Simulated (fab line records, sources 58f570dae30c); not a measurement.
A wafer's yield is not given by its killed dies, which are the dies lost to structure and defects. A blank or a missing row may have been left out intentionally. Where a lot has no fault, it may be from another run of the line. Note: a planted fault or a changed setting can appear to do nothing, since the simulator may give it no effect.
The tool behind it: which one?	flow berkeley-cmos170	at 1 step of a route of 331, 14 lots with 42 wafers sampled

## WHAT EACH GAUGE READ, for each wafer
No reading from a measuring or inspecting step in the record can be judged against a usual standard deviation.

## EACH LOT AND THE TOOL THAT RAN IT (in order: tool; ch and the chambers of the sampled wafers; start)
lot	UCB170_NWELL_EXPOSE_09
L470	krf-scanner-02 ch 0, day 2 11:39
L471	krf-scanner-01 ch 0, day 2 11:52
L472	krf-scanner-01 ch 0, day 2 20:44
L473	krf-scanner-01 ch 0, day 3 03:29
L474	krf-scanner-01 ch 0, day 3 03:35
L475	krf-scanner-01 ch 0, day 3 13:25
L477	krf-scanner-01, day 3 22:16
L479	krf-scanner-01, day 4 10:01
L484	krf-scanner-02 ch 0, day 5 02:44
L487	krf-scanner-02 ch 0, day 6 00:17
L486	krf-scanner-01 ch 0, day 6 00:32
L489	krf-scanner-01 ch 0, day 6 08:20
L491	krf-scanner-02 ch 0, day 6 15:49
L492	krf-scanner-01 ch 0, day 7 03:07
- UCB170_NWELL_EXPOSE_09: exposes mask NWELL, target cd 3000 nm.

## AS READ BY THE TOOLS THEMSELVES (means over the sampled wafers that have a number; for cases with no such wafer, the mark the record gives instead)
UCB170_NWELL_EXPOSE_09. Usual: exposure-dose-mJ-cm2 24.998, standard deviation 0.023; focus-offset-nm 0.1 nm, standard deviation 0.56.
lot	tool	exposure-dose-mJ-cm2	focus-offset-nm (nm)	flag
L470	krf-scanner-02	24.977	0.0	
L471	krf-scanner-01	24.998	0.7	
L472	krf-scanner-01	24.973	0.1	
L473	krf-scanner-01	24.998	-0.6	
L474	krf-scanner-01	24.991	0.4	
L475	krf-scanner-01	25.013	0.2	
L477	krf-scanner-01	-	-	OFF
L479	krf-scanner-01	-	-	OFF
L484	krf-scanner-02	24.966	0.2	
L487	krf-scanner-02	24.998	0.6	
L486	krf-scanner-01	24.992	-0.2	
L489	krf-scanner-01	24.998	0.2	
L491	krf-scanner-02	24.970	0.5	
L492	krf-scanner-01	25.005	-0.6	

## THE ANSWER, worked out from the rows above alone
Rule: lot off if the mean of its wafers having a number is beyond 3 standard deviations from the usual mean. A lot without any number at a reading at which 4 lots or more have one is off too. Where the step has rows for the other lots, those lots are counted as sound. First the gauges in route order, then the tools' own readings, where a lot's mean is used as printed above. The first step at which some lot is off is used, and at that step the reading that is off furthest; a lot without a number counts as furthest.
Off at UCB170_NWELL_EXPOSE_09 (exposure-dose-mJ-cm2): L477, L479. Without a number there: L477, L479.
If a tool, at that step or one of the process steps before it, ran each lot that is off and ran no sound lot following the first of them, it fits. Not one of the candidates tried fits.

## WHAT WAS PUT IN BY THE SIMULATOR
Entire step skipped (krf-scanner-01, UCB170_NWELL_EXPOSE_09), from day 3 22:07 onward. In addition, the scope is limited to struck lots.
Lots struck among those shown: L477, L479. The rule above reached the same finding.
